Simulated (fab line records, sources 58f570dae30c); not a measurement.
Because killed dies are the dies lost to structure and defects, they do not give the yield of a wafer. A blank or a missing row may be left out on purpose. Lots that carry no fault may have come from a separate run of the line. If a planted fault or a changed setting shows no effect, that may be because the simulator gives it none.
Which of the tools did it? | flow berkeley_cmos170 | 15 lots with 45 wafers sampled at 3 steps, on a route of 331 steps

## WHAT THE GAUGES SHOWED, per wafer
UCB170_SILICIDE_RS_MEAS_02: a four-point-probe measurement.
lot  | measured     | on            | SILICIDE_TI_RS (ohm/sq)
L195 | day 8 05:25  | film_metro-04 | 25.7 26.1 25.6
L196 | day 8 05:52  | film_metro-01 | 26.4 26.7 26.8
L197 | day 8 11:24  | film_metro-04 | 26.3 25.9 26.2
L198 | day 8 11:49  | film_metro-04 | 25.9 26.0 26.2
L200 | day 9 07:52  | film_metro-01 | 25.5 25.4 25.3
L201 | day 9 09:02  | film_metro-02 | 26.1 25.8 25.9
L203 | day 10 05:03 | film_metro-01 | 25.7 25.7 25.7
L206 | day 10 23:07 | film_metro-04 | 26.2 26.3 26.1
L205 | day 10 23:48 | film_metro-02 | 29.7 29.2 29.7
L210 | day 11 11:13 | film_metro-01 | 29.0 29.4 29.2
L209 | day 11 16:59 | film_metro-01 | 29.4 29.2 29.2
L213 | day 12 11:40 | film_metro-02 | 26.1 26.0 26.0
L215 | day 12 12:16 | film_metro-02 | 26.1 26.4 26.2
L216 | day 12 12:57 | film_metro-02 | 26.2 26.4 26.2
L218 | day 12 23:02 | film_metro-02 | 26.3 26.1 26.1

UCB170_SILICIDE_THK_MEAS_03: measures by xrf.
lot  | measured     | on            | SILICIDE_TI_THK (nm)
L195 | day 8 05:32  | film_metro-04 | 30.20 29.79 30.29
L196 | day 8 05:59  | film_metro-01 | 29.66 29.11 29.21
L197 | day 8 11:30  | film_metro-04 | 29.63 29.99 29.68
L198 | day 8 11:56  | film_metro-04 | 29.89 29.88 29.77
L200 | day 9 07:59  | film_metro-01 | 30.28 30.43 30.43
L201 | day 9 09:08  | film_metro-02 | 29.76 30.00 29.72
L203 | day 10 05:10 | film_metro-01 | 29.97 30.22 30.03
L206 | day 10 23:13 | film_metro-04 | 29.62 29.67 29.81
L205 | day 10 23:55 | film_metro-02 | 26.66 26.93 26.66
L210 | day 11 11:20 | film_metro-01 | 27.15 26.77 26.90
L209 | day 11 17:05 | film_metro-01 | 26.67 26.77 26.95
L213 | day 12 11:47 | film_metro-02 | 29.81 30.01 30.03
L215 | day 12 12:23 | film_metro-02 | 29.97 29.61 29.74
L216 | day 12 13:04 | film_metro-02 | 29.59 29.55 29.82
L218 | day 12 23:10 | film_metro-02 | 29.71 29.82 29.80

## EACH LOT AND THE TOOL THAT RAN IT (in order: tool; ch and the chambers of the sampled wafers; start)
lot  | UCB170_SILICIDE_SPUTTER_01
L195 | pvd_sputter-01, day 8 05:23
L196 | pvd_sputter-04, day 8 05:50
L197 | pvd_sputter-01, day 8 11:20
L198 | pvd_sputter-01, day 8 11:47
L200 | pvd_sputter-01, day 9 07:50
L201 | pvd_sputter-01, day 9 08:57
L203 | pvd_sputter-02, day 10 05:01
L206 | pvd_sputter-01, day 10 23:03
L205 | pvd_sputter-01, day 10 23:44
L210 | pvd_sputter-01, day 11 11:11
L209 | pvd_sputter-01, day 11 16:56
L213 | pvd_sputter-04, day 12 11:38
L215 | pvd_sputter-02, day 12 12:14
L216 | pvd_sputter-04, day 12 12:55
L218 | pvd_sputter-02, day 12 23:01
- UCB170_SILICIDE_SPUTTER_01: material Ti, target thk 30 nm, time 25 s.

## AS READ BY THE TOOLS THEMSELVES (means over the sampled wafers that have a number; for cases with no such wafer, the mark the record gives instead)
UCB170_SILICIDE_SPUTTER_01.
lot  | tool           | throttle_valve_pct (%)
L195 | pvd_sputter-01 | 30.3
L196 | pvd_sputter-04 | 30.7
L197 | pvd_sputter-01 | 29.8
L198 | pvd_sputter-01 | 30.5
L200 | pvd_sputter-01 | 30.8
L201 | pvd_sputter-01 | 30.1
L203 | pvd_sputter-02 | 30.5
L206 | pvd_sputter-01 | 29.9
L205 | pvd_sputter-01 | 29.8
L210 | pvd_sputter-01 | 30.2
L209 | pvd_sputter-01 | 29.9
L213 | pvd_sputter-04 | 30.7
L215 | pvd_sputter-02 | 29.9
L216 | pvd_sputter-04 | 30.9
L218 | pvd_sputter-02 | 29.0

## THE ANSWER, worked out from the rows above alone
Rule: what is usual is taken from the lots themselves. The widest of any qualifying gaps counts: lots, ordered by their means at a reading, are off when they make up no more than a third of the lots, leave a main group of 4 or more, and stand apart from it by 3 or more times the standard deviation of that group's means. If all means in a main group match to the digits the tables above print for the reading, that group is not used. A lot without any number at a reading at which 4 lots or more have one is off too. Where the step has rows for the other lots, those lots are counted as sound. After the gauges, taken in route order, come the tools' own readings; for these a lot's mean is taken, as printed above. The first step at which some lot is off is used, and at that step the reading that is off furthest; a lot without a number counts as furthest.
Off: L205, L210, L209, seen at UCB170_SILICIDE_RS_MEAS_02 (SILICIDE_TI_RS). The main group has a mean of 26.0 ohm/sq with a standard deviation of 0.3.
If a tool, at a process step before that reading, ran all the lots that are off and no sound lot after the first of them, it fits. The gauges at UCB170_SILICIDE_RS_MEAS_02 are tried like those tools. One candidate fits, namely pvd_sputter-01 at UCB170_SILICIDE_SPUTTER_01. Its last sound lot is L206 (day 10 23:03), its first lot that is off L205 (day 10 23:44): a fault that began between those two fits.

## WHAT THE SIMULATOR HAD INSERTED
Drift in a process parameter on pvd_sputter-01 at UCB170_SILICIDE_SPUTTER_01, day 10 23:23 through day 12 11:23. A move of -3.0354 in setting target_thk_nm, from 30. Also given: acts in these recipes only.
Shown lots that were struck: L205, L210, L209. The same result came from the rule above.
